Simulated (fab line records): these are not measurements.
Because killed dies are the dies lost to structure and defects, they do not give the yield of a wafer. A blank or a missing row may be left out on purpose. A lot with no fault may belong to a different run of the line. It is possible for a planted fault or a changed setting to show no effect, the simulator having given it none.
Matching of chambers + flow berkeley cmos170 + cmp-02 running UCB170_V2_CMP_02: 4 sister chambers
The step polishes SiO2. 4 wafers are shown with their chamber, then 7 later ones without.

## WAFERS WITH THEIR CHAMBER
| wafer  | chamber | motor current A (A) |
|--------|---------|---------------------|
| L697.3 | 3       | 19.7                |
| L704.6 | 1       | 17.4                |
| L707.1 | 0       | 14.5                |
| L707.2 | 2       | 16.1                |

## WAFERS WITH NO CHAMBER GIVEN
| wafer  | motor current A (A) |
|--------|---------------------|
| L707.6 | 16.2                |
| L709.3 | 20.1                |
| L709.5 | 18.6                |
| L709.6 | 14.9                |
| L711.3 | 14.1                |
| L711.4 | 19.2                |
| L711.6 | 14.8                |

## THE CHAMBER EACH PASSED THROUGH
| wafer  | from the rows above     | in truth |
|--------|-------------------------|----------|
| L707.6 | 2                       | 2        |
| L709.3 | 3                       | 3        |
| L709.5 | can't be placed: 3 or 1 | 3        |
| L709.6 | can't be placed: 0 or 2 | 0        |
| L711.3 | 0                       | 0        |
| L711.4 | 3                       | 3        |
| L711.6 | can't be placed: 0 or 2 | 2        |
4 of 7 placed correctly. Unplaceable from these rows: 3, with the true chamber sitting among the candidates in 3. 0 placed wrongly.
How it was worked out, from the rows above alone: a wafer's distance from a chamber is the root of the sum, over the readings, of the square of ((its reading less the chamber's mean) divided by the reading's scatter). If the next closest chamber is less than 2 further off than the closest, the wafer can't be placed; otherwise it belongs to the closest. The mean given for a chamber averages the wafers shown for that chamber. The scatter (one wafer shown for each chamber): square how far every hidden wafer sits from the nearest shown wafer, average those squares and take the square root.
